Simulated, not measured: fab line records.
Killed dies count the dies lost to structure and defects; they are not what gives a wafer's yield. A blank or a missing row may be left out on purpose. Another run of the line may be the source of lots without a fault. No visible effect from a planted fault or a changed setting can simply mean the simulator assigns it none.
fab line records / flow berkeley_cmos170 / part 2 of 2: steps 25 to 32 of 32
record: lots: 5 wafers: 15 last_day: 13
route steps=331 shown NWELL@23 PWELL@34
lots that met no fault: from a run of the same line without faults
start_h: hours from the record's opening day to when the first of the lot's shown wafers began / wait_h: hours since the lot's step before / " unchanged from the row above / L1.1+2: several wafers, shown together as one row / - either no value or no given start / * or withheld: withheld / < > ~ a bound
route shown NAME@n: NAME is a module with steps in the file, n the number in the route of the first one / usual: mean/standard deviation of fault-free wafers / same: alike in all rows / chamber/n: place in a boat / sites: each site's reading / _std_site: the values' standard deviation / _edge_site: outer sites' mean less inner sites' / radius_mm: how far each site lies from the wafer's centre / mask NAME#n: copy n / behind: tool/chamber where the wafer was last shaped / hold: cause of the lot's hold/its duration in hours/its outcome / device: transistor that didn't switch, given as n, p or np / end of line: tests of these same wafers at the route's end / where a step has no rows: the recipe by itself / killed: the dies lost at the first sort to structure and to defects; this is not the yield of the wafer / map: a wafer's dies, x killed, . not, _ none there
set.NAME: the setting that was run; set.NAME@STEP: the one run at that earlier step / model.NAME: the simulator's own value behind a step, which no gauge read
certain route steps with their lots: each step a table, each wafer a row
services: the hour from which a tool's chamber was out of use, counted from the record's first day as start_h (under 0 if before that day), plus the number of hours and why
== steps ==
step: UCB170_PWELL_OVL_MEAS_13
usual: PWELL_OVL: 1/5.6
lot.wafer=L080.2 tool=overlay-01 chamber=- start_h=81.06 wait_h=- PWELL_OVL[nm]=2
lot.wafer=L080.4 tool=overlay-01 chamber=- start_h=81.06 wait_h=- PWELL_OVL[nm]=-1
lot.wafer=L080.5 tool=overlay-01 chamber=- start_h=81.06 wait_h=- PWELL_OVL[nm]=-6
lot.wafer=L081.1 tool=overlay-01 chamber=- start_h=90.57 wait_h=- PWELL_OVL[nm]=3
lot.wafer=L081.3 tool=overlay-01 chamber=- start_h=90.57 wait_h=- PWELL_OVL[nm]=-1
lot.wafer=L081.5 tool=overlay-01 chamber=- start_h=90.57 wait_h=- PWELL_OVL[nm]=-5
lot.wafer=L087.1 tool=overlay-01 chamber=- start_h=114.97 wait_h=- PWELL_OVL[nm]=9
lot.wafer=L087.4 tool=overlay-01 chamber=- start_h=114.97 wait_h=- PWELL_OVL[nm]=8
lot.wafer=L087.5 tool=overlay-01 chamber=- start_h=114.97 wait_h=- PWELL_OVL[nm]=6
lot.wafer=L090.3 tool=overlay-01 chamber=- start_h=139.15 wait_h=- PWELL_OVL[nm]=5
lot.wafer=L090.4 tool=overlay-01 chamber=- start_h=139.15 wait_h=- PWELL_OVL[nm]=-3
lot.wafer=L090.6 tool=overlay-01 chamber=- start_h=139.15 wait_h=- PWELL_OVL[nm]=2
lot.wafer=L096.1 tool=overlay-02 chamber=- start_h=167.68 wait_h=- PWELL_OVL[nm]=-9
lot.wafer=L096.3 tool=overlay-02 chamber=- start_h=167.68 wait_h=- PWELL_OVL[nm]=-5
lot.wafer=L096.5 tool=overlay-02 chamber=- start_h=167.68 wait_h=- PWELL_OVL[nm]=-16
step: UCB170_PWELL_ETCH_14
recipe: chemistry: CH3F/Ar/O2 target: Si3N4 stop_on: SiO2 CH3F_flow_sccm: 20 Ar_flow_sccm: 50 O2_flow_sccm: 7 pressure_mtorr: 50 rf_w: 450 target_depth_a: 2420 over_etch_frac: 0.1 time_s: 151
usual: chamber_pressure_mTorr: 50.01/0.059 drypump_motor_current_A: 5.5/0.39 oes_product_au: 0.942/0.014 throttle_valve_pct: 8.04/0.12
lot.wafer=L080.2 tool=rie_diel-01 chamber=2 start_h=81.09 wait_h=0.0 chamber_pressure_mTorr=49.94 drypump_motor_current_A=5.9 oes_product_au=0.911 rf_hours_counter_h=3 throttle_valve_pct=8.05
lot.wafer=L080.4 tool=rie_diel-01 chamber=3 start_h=81.09 wait_h=0.0 chamber_pressure_mTorr=50.07 drypump_motor_current_A=5.5 oes_product_au=0.942 rf_hours_counter_h=124 throttle_valve_pct=8.04
lot.wafer=L080.5 tool=rie_diel-01 chamber=2 start_h=81.09 wait_h=0.0 chamber_pressure_mTorr=50.06 drypump_motor_current_A=5.9 oes_product_au=0.913 rf_hours_counter_h=- throttle_valve_pct=8.05
lot.wafer=L081.1 tool=rie_diel-01 chamber=0 start_h=90.61 wait_h=0.0 chamber_pressure_mTorr=49.98 drypump_motor_current_A=4.7 oes_product_au=0.958 rf_hours_counter_h=143 throttle_valve_pct=8.10
lot.wafer=L081.3 tool=rie_diel-01 chamber=1 start_h=90.61 wait_h=0.0 chamber_pressure_mTorr=50.02 drypump_motor_current_A=5.6 oes_product_au=0.953 rf_hours_counter_h=165 throttle_valve_pct=8.05
lot.wafer=L081.5 tool=rie_diel-01 chamber=2 start_h=90.61 wait_h=0.0 chamber_pressure_mTorr=49.92 drypump_motor_current_A=5.9 oes_product_au=0.917 rf_hours_counter_h=- throttle_valve_pct=8.06
lot.wafer=L087.1 tool=rie_diel-04 chamber=2 start_h=115.00 wait_h=0.0 chamber_pressure_mTorr=50.04 drypump_motor_current_A=5.9 oes_product_au=0.975 rf_hours_counter_h=57 throttle_valve_pct=7.82
lot.wafer=L087.4 tool=rie_diel-04 chamber=3 start_h=115.00 wait_h=0.0 chamber_pressure_mTorr=50.03 drypump_motor_current_A=5.3 oes_product_au=0.951 rf_hours_counter_h=- throttle_valve_pct=8.23
lot.wafer=L087.5 tool=rie_diel-04 chamber=2 start_h=115.00 wait_h=0.0 chamber_pressure_mTorr=50.03 drypump_motor_current_A=5.8 oes_product_au=0.966 rf_hours_counter_h=- throttle_valve_pct=7.83
lot.wafer=L090.3 tool=rie_diel-01 chamber=0 start_h=139.17 wait_h=0.0 chamber_pressure_mTorr=50.08 drypump_motor_current_A=4.7 oes_product_au=0.947 rf_hours_counter_h=146 throttle_valve_pct=8.09
lot.wafer=L090.4 tool=rie_diel-01 chamber=2 start_h=139.17 wait_h=0.0 chamber_pressure_mTorr=50.05 drypump_motor_current_A=5.9 oes_product_au=0.916 rf_hours_counter_h=6 throttle_valve_pct=8.04
lot.wafer=L090.6 tool=rie_diel-01 chamber=1 start_h=139.17 wait_h=0.0 chamber_pressure_mTorr=49.98 drypump_motor_current_A=5.7 oes_product_au=0.948 rf_hours_counter_h=- throttle_valve_pct=8.06
lot.wafer=L096.1 tool=rie_diel-03 chamber=0 start_h=167.72 wait_h=0.0 chamber_pressure_mTorr=50.02 drypump_motor_current_A=5.7 oes_product_au=0.929 rf_hours_counter_h=76 throttle_valve_pct=8.23
lot.wafer=L096.3 tool=rie_diel-03 chamber=1 start_h=167.72 wait_h=0.0 chamber_pressure_mTorr=49.99 drypump_motor_current_A=5.4 oes_product_au=0.960 rf_hours_counter_h=49 throttle_valve_pct=7.94
lot.wafer=L096.5 tool=rie_diel-03 chamber=0 start_h=167.72 wait_h=0.0 chamber_pressure_mTorr=49.98 drypump_motor_current_A=5.7 oes_product_au=0.928 rf_hours_counter_h=- throttle_valve_pct=8.23
step: UCB170_PWELL_IMPLANT_15
recipe: species: B dose_cm2: 5e+12 energy_kev: 60 tilt_deg: 7
usual: end_station_pressure_torr: 5e-06/2.5e-07
lot.wafer=L080.2 tool=implanter-03 chamber=0 start_h=81.21 wait_h=0.1 end_station_pressure_torr=5.4e-06
lot.wafer=L080.4 tool=implanter-03 chamber=0 start_h=81.21 wait_h=0.1 end_station_pressure_torr=5.01e-06
lot.wafer=L080.5 tool=implanter-03 chamber=0 start_h=81.21 wait_h=0.1 end_station_pressure_torr=4.71e-06
lot.wafer=L081.1 tool=implanter-03 chamber=0 start_h=90.71 wait_h=0.1 end_station_pressure_torr=5.46e-06
lot.wafer=L081.3 tool=implanter-03 chamber=0 start_h=90.71 wait_h=0.1 end_station_pressure_torr=5.35e-06
lot.wafer=L081.5 tool=implanter-03 chamber=0 start_h=90.71 wait_h=0.1 end_station_pressure_torr=5.57e-06
lot.wafer=L087.1 tool=implanter-03 chamber=0 start_h=115.10 wait_h=0.1 end_station_pressure_torr=4.92e-06
lot.wafer=L087.4 tool=implanter-03 chamber=0 start_h=115.10 wait_h=0.1 end_station_pressure_torr=5.07e-06
lot.wafer=L087.5 tool=implanter-03 chamber=0 start_h=115.10 wait_h=0.1 end_station_pressure_torr=4.87e-06
lot.wafer=L090.3 tool=implanter-01 chamber=0 start_h=139.32 wait_h=0.1 end_station_pressure_torr=4.85e-06
lot.wafer=L090.4 tool=implanter-01 chamber=0 start_h=139.32 wait_h=0.1 end_station_pressure_torr=5.1e-06
lot.wafer=L090.6 tool=implanter-01 chamber=0 start_h=139.32 wait_h=0.1 end_station_pressure_torr=4.99e-06
lot.wafer=L096.1 tool=implanter-01 chamber=0 start_h=167.82 wait_h=0.1 end_station_pressure_torr=5.06e-06
lot.wafer=L096.3 tool=implanter-01 chamber=0 start_h=167.82 wait_h=0.1 end_station_pressure_torr=4.99e-06
lot.wafer=L096.5 tool=implanter-01 chamber=0 start_h=167.82 wait_h=0.1 end_station_pressure_torr=4.64e-06
step: UCB170_PWELL_STRIP_16
recipe: chemistry: O2 power_w: 400 pressure_mtorr: 3500 platen_temp_c: withheld o2_flow_sccm: 400 overash_fraction: 0.5
usual: chamber_pressure_mTorr: 3500/3.3 drypump_motor_current_A: 6.05/0.24 o2_flow_sccm: 400.3/1.6 oes_product_au: 0.720/0.0042 strip_time_to_endpoint_s: 18.08/0.075
lot.wafer=L080.2 tool=plasma_asher-04 chamber=0 start_h=81.34 wait_h=0.1 chamber_pressure_mTorr=3500 drypump_motor_current_A=6.34 o2_flow_sccm=400.2 oes_product_au=0.724 rf_hours_counter_h=33 strip_time_to_endpoint_s=18.17
lot.wafer=L080.4 tool=plasma_asher-04 chamber=0 start_h=81.34 wait_h=0.1 chamber_pressure_mTorr=3501 drypump_motor_current_A=6.36 o2_flow_sccm=400.0 oes_product_au=0.720 rf_hours_counter_h=- strip_time_to_endpoint_s=18.09
lot.wafer=L080.5 tool=plasma_asher-04 chamber=0 start_h=81.34 wait_h=0.1 chamber_pressure_mTorr=3502 drypump_motor_current_A=6.38 o2_flow_sccm=399.3 oes_product_au=0.726 rf_hours_counter_h=- strip_time_to_endpoint_s=18.11
lot.wafer=L081.1 tool=plasma_asher-04 chamber=0 start_h=90.86 wait_h=0.1 chamber_pressure_mTorr=3505 drypump_motor_current_A=6.38 o2_flow_sccm=401.3 oes_product_au=0.725 rf_hours_counter_h=34 strip_time_to_endpoint_s=18.05
lot.wafer=L081.3 tool=plasma_asher-04 chamber=0 start_h=90.86 wait_h=0.1 chamber_pressure_mTorr=3496 drypump_motor_current_A=6.31 o2_flow_sccm=399.9 oes_product_au=0.730 rf_hours_counter_h=- strip_time_to_endpoint_s=18.15
lot.wafer=L081.5 tool=plasma_asher-04 chamber=1 start_h=90.86 wait_h=0.1 chamber_pressure_mTorr=3504 drypump_motor_current_A=5.73 o2_flow_sccm=401.5 oes_product_au=0.723 rf_hours_counter_h=- strip_time_to_endpoint_s=18.07
lot.wafer=L087.1 tool=plasma_asher-04 chamber=0 start_h=115.25 wait_h=0.1 chamber_pressure_mTorr=3500 drypump_motor_current_A=6.33 o2_flow_sccm=402.0 oes_product_au=0.718 rf_hours_counter_h=36 strip_time_to_endpoint_s=18.04
lot.wafer=L087.4 tool=plasma_asher-04 chamber=0 start_h=115.25 wait_h=0.1 chamber_pressure_mTorr=3491 drypump_motor_current_A=6.34 o2_flow_sccm=400.2 oes_product_au=0.724 rf_hours_counter_h=- strip_time_to_endpoint_s=18.14
lot.wafer=L087.5 tool=plasma_asher-04 chamber=1 start_h=115.25 wait_h=0.1 chamber_pressure_mTorr=3498 drypump_motor_current_A=5.74 o2_flow_sccm=401.6 oes_product_au=0.719 rf_hours_counter_h=- strip_time_to_endpoint_s=18.12
lot.wafer=L090.3 tool=plasma_asher-02 chamber=0 start_h=139.45 wait_h=0.1 chamber_pressure_mTorr=3501 drypump_motor_current_A=6.41 o2_flow_sccm=401.9 oes_product_au=0.734 rf_hours_counter_h=- strip_time_to_endpoint_s=18.01
lot.wafer=L090.4 tool=plasma_asher-02 chamber=1 start_h=139.45 wait_h=0.1 chamber_pressure_mTorr=3500 drypump_motor_current_A=5.89 o2_flow_sccm=400.0 oes_product_au=0.714 rf_hours_counter_h=- strip_time_to_endpoint_s=17.99
lot.wafer=L090.6 tool=plasma_asher-02 chamber=0 start_h=139.45 wait_h=0.1 chamber_pressure_mTorr=3501 drypump_motor_current_A=6.38 o2_flow_sccm=401.9 oes_product_au=0.718 rf_hours_counter_h=- strip_time_to_endpoint_s=18.11
lot.wafer=L096.1 tool=plasma_asher-04 chamber=0 start_h=167.97 wait_h=0.1 chamber_pressure_mTorr=3503 drypump_motor_current_A=6.35 o2_flow_sccm=401.5 oes_product_au=0.718 rf_hours_counter_h=43 strip_time_to_endpoint_s=18.00
lot.wafer=L096.3 tool=plasma_asher-04 chamber=0 start_h=167.97 wait_h=0.1 chamber_pressure_mTorr=3503 drypump_motor_current_A=6.38 o2_flow_sccm=402.4 oes_product_au=0.716 rf_hours_counter_h=- strip_time_to_endpoint_s=18.01
lot.wafer=L096.5 tool=plasma_asher-04 chamber=1 start_h=167.97 wait_h=0.1 chamber_pressure_mTorr=3504 drypump_motor_current_A=5.76 o2_flow_sccm=399.3 oes_product_au=0.720 rf_hours_counter_h=- strip_time_to_endpoint_s=18.05
step: UCB170_PWELL_TW_MEAS_17
usual: PWELL_TW: 378.9/2.1
lot.wafer=L080.2 tool=film_metro-02 chamber=- start_h=81.45 wait_h=0.1 PWELL_TW=379.2
lot.wafer=L080.4 tool=film_metro-02 chamber=- start_h=81.45 wait_h=0.1 PWELL_TW=379.7
lot.wafer=L080.5 tool=film_metro-02 chamber=- start_h=81.45 wait_h=0.1 PWELL_TW=376.0
lot.wafer=L081.1 tool=film_metro-03 chamber=- start_h=90.96 wait_h=0.1 PWELL_TW=376.7
lot.wafer=L081.3 tool=film_metro-03 chamber=- start_h=90.96 wait_h=0.1 PWELL_TW=377.8
lot.wafer=L081.5 tool=film_metro-03 chamber=- start_h=90.96 wait_h=0.1 PWELL_TW=378.8
lot.wafer=L087.1 tool=film_metro-03 chamber=- start_h=115.35 wait_h=0.1 PWELL_TW=377.4
lot.wafer=L087.4 tool=film_metro-03 chamber=- start_h=115.35 wait_h=0.1 PWELL_TW=377.1
lot.wafer=L087.5 tool=film_metro-03 chamber=- start_h=115.35 wait_h=0.1 PWELL_TW=377.5
lot.wafer=L090.3 tool=film_metro-04 chamber=- start_h=139.54 wait_h=0.1 PWELL_TW=379.3
lot.wafer=L090.4 tool=film_metro-04 chamber=- start_h=139.54 wait_h=0.1 PWELL_TW=376.5
lot.wafer=L090.6 tool=film_metro-04 chamber=- start_h=139.54 wait_h=0.1 PWELL_TW=378.4
lot.wafer=L096.1 tool=film_metro-03 chamber=- start_h=168.07 wait_h=0.1 PWELL_TW=380.0
lot.wafer=L096.3 tool=film_metro-03 chamber=- start_h=168.07 wait_h=0.1 PWELL_TW=379.4
lot.wafer=L096.5 tool=film_metro-03 chamber=- start_h=168.07 wait_h=0.1 PWELL_TW=379.1
step: UCB170_PWELL_CLEAN_18
recipe: chemistry: SPM temp_c: 120 time_s: 600
usual: temp_c: 120.03/0.12
lot.wafer=L080.2 tool=wet_bench-02 chamber=1 start_h=81.50 wait_h=0.0 temp_c=119.90
lot.wafer=L080.4 tool=wet_bench-02 chamber=1 start_h=81.50 wait_h=0.0 temp_c=120.12
lot.wafer=L080.5 tool=wet_bench-02 chamber=1 start_h=81.50 wait_h=0.0 temp_c=120.01
lot.wafer=L081.1 tool=wet_bench-04 chamber=1 start_h=91.02 wait_h=0.1 temp_c=120.16
lot.wafer=L081.3 tool=wet_bench-04 chamber=1 start_h=91.02 wait_h=0.1 temp_c=120.16
lot.wafer=L081.5 tool=wet_bench-04 chamber=1 start_h=91.02 wait_h=0.1 temp_c=120.18
lot.wafer=L087.1 tool=wet_bench-04 chamber=0 start_h=115.41 wait_h=0.1 temp_c=120.18
lot.wafer=L087.4 tool=wet_bench-04 chamber=0 start_h=115.41 wait_h=0.1 temp_c=119.91
lot.wafer=L087.5 tool=wet_bench-04 chamber=0 start_h=115.41 wait_h=0.1 temp_c=120.02
lot.wafer=L090.3 tool=wet_bench-02 chamber=1 start_h=139.58 wait_h=0.0 temp_c=119.86
lot.wafer=L090.4 tool=wet_bench-02 chamber=1 start_h=139.58 wait_h=0.0 temp_c=120.27
lot.wafer=L090.6 tool=wet_bench-02 chamber=1 start_h=139.58 wait_h=0.0 temp_c=120.24
lot.wafer=L096.1 tool=wet_bench-02 chamber=3 start_h=168.13 wait_h=0.1 temp_c=120.10
lot.wafer=L096.3 tool=wet_bench-02 chamber=3 start_h=168.13 wait_h=0.1 temp_c=119.98
lot.wafer=L096.5 tool=wet_bench-02 chamber=3 start_h=168.13 wait_h=0.1 temp_c=119.83
step: UCB170_PWELL_WET_ETCH_19
recipe: chemistry: H3PO4 target: Si3N4 temp_c: 160 time_s: 14400
usual: temp_c: 160.01/0.15
lot.wafer=L080.2 tool=wet_bench-03 chamber=3 start_h=81.67 wait_h=0.0 temp_c=159.72
lot.wafer=L080.4 tool=wet_bench-03 chamber=3 start_h=81.67 wait_h=0.0 temp_c=159.86
lot.wafer=L080.5 tool=wet_bench-03 chamber=3 start_h=81.67 wait_h=0.0 temp_c=159.89
lot.wafer=L081.1 tool=wet_bench-04 chamber=0 start_h=91.21 wait_h=0.0 temp_c=160.06
lot.wafer=L081.3 tool=wet_bench-04 chamber=0 start_h=91.21 wait_h=0.0 temp_c=159.96
lot.wafer=L081.5 tool=wet_bench-04 chamber=0 start_h=91.21 wait_h=0.0 temp_c=159.69
lot.wafer=L087.1 tool=wet_bench-04 chamber=2 start_h=115.59 wait_h=0.0 temp_c=159.88
lot.wafer=L087.4 tool=wet_bench-04 chamber=2 start_h=115.59 wait_h=0.0 temp_c=159.89
lot.wafer=L087.5 tool=wet_bench-04 chamber=2 start_h=115.59 wait_h=0.0 temp_c=160.19
lot.wafer=L090.3 tool=wet_bench-02 chamber=1 start_h=139.96 wait_h=0.0 temp_c=160.15
lot.wafer=L090.4 tool=wet_bench-02 chamber=1 start_h=139.96 wait_h=0.0 temp_c=160.17
lot.wafer=L090.6 tool=wet_bench-02 chamber=1 start_h=139.96 wait_h=0.0 temp_c=160.10
lot.wafer=L096.1 tool=wet_bench-03 chamber=0 start_h=168.31 wait_h=0.0 temp_c=160.00
lot.wafer=L096.3 tool=wet_bench-03 chamber=0 start_h=168.31 wait_h=0.0 temp_c=160.05
lot.wafer=L096.5 tool=wet_bench-03 chamber=0 start_h=168.31 wait_h=0.0 temp_c=160.24
step: UCB170_PWELL_WET_ETCH_20
recipe: chemistry: BOE dilution: 5:1 target: SiO2 temp_c: 25 time_s: 22
usual: temp_c: 24.97/0.1
lot.wafer=L080.2 tool=wet_bench-02 chamber=2 start_h=85.68 wait_h=0.0 temp_c=25.09
lot.wafer=L080.4 tool=wet_bench-02 chamber=2 start_h=85.68 wait_h=0.0 temp_c=24.86
lot.wafer=L080.5 tool=wet_bench-02 chamber=2 start_h=85.68 wait_h=0.0 temp_c=24.93
lot.wafer=L081.1 tool=wet_bench-04 chamber=3 start_h=95.86 wait_h=0.3 temp_c=24.89
lot.wafer=L081.3 tool=wet_bench-04 chamber=3 start_h=95.86 wait_h=0.3 temp_c=24.87
lot.wafer=L081.5 tool=wet_bench-04 chamber=3 start_h=95.86 wait_h=0.3 temp_c=24.98
lot.wafer=L087.1 tool=wet_bench-04 chamber=3 start_h=119.77 wait_h=0.2 temp_c=25.10
lot.wafer=L087.4 tool=wet_bench-04 chamber=3 start_h=119.77 wait_h=0.2 temp_c=25.08
lot.wafer=L087.5 tool=wet_bench-04 chamber=3 start_h=119.77 wait_h=0.2 temp_c=25.07
lot.wafer=L090.3 tool=wet_bench-02 chamber=1 start_h=148.95 wait_h=0.2 temp_c=25.02
lot.wafer=L090.4 tool=wet_bench-02 chamber=1 start_h=148.95 wait_h=0.2 temp_c=24.96
lot.wafer=L090.6 tool=wet_bench-02 chamber=1 start_h=148.95 wait_h=0.2 temp_c=25.19
lot.wafer=L096.1 tool=wet_bench-03 chamber=3 start_h=172.59 wait_h=0.3 temp_c=25.05
lot.wafer=L096.3 tool=wet_bench-03 chamber=3 start_h=172.59 wait_h=0.3 temp_c=24.84
lot.wafer=L096.5 tool=wet_bench-03 chamber=3 start_h=172.59 wait_h=0.3 temp_c=24.84
== services ==
tool=furnace-01 chamber=- start_h=41.31 hours=3.5 kind=pm
tool=rie_diel-01 chamber=- start_h=41.65 hours=0.3 kind=repair
tool=krf_scanner-02 chamber=- start_h=42.15 hours=1.3 kind=pm
tool=krf_scanner-02 chamber=- start_h=46.21 hours=1.0 kind=pm
tool=lpcvd-02 chamber=- start_h=50.63 hours=6.0 kind=pm
tool=implanter-01 chamber=- start_h=50.70 hours=4.4 kind=repair
tool=rie_diel-01 chamber=2 start_h=51.57 hours=9.0 kind=repair
tool=rie_diel-03 chamber=3 start_h=52.75 hours=3.9 kind=repair
tool=rie_diel-04 chamber=- start_h=60.19 hours=2.8 kind=pm
tool=furnace-01 chamber=- start_h=62.31 hours=2.9 kind=pm
tool=rie_diel-02 chamber=0 start_h=64.28 hours=11.7 kind=repair
tool=krf_scanner-01 chamber=- start_h=68.00 hours=1.0 kind=pm
tool=rie_diel-03 chamber=0 start_h=68.20 hours=20.0 kind=repair
tool=krf_scanner-01 chamber=- start_h=76.03 hours=0.8 kind=pm
tool=krf_scanner-01 chamber=- start_h=79.41 hours=7.2 kind=pm
tool=plasma_asher-04 chamber=- start_h=90.96 hours=4.3 kind=pm
tool=krf_scanner-01 chamber=- start_h=99.79 hours=11.2 kind=repair
tool=plasma_asher-04 chamber=- start_h=105.15 hours=0.5 kind=repair
tool=krf_scanner-01 chamber=- start_h=110.97 hours=1.3 kind=pm
tool=implanter-01 chamber=- start_h=126.11 hours=2.7 kind=repair
tool=krf_scanner-02 chamber=- start_h=127.64 hours=0.8 kind=pm
tool=furnace-01 chamber=- start_h=148.05 hours=1.0 kind=repair
tool=wet_bench-04 chamber=- start_h=160.66 hours=1.3 kind=repair
tool=implanter-01 chamber=- start_h=172.08 hours=80.5 kind=repair
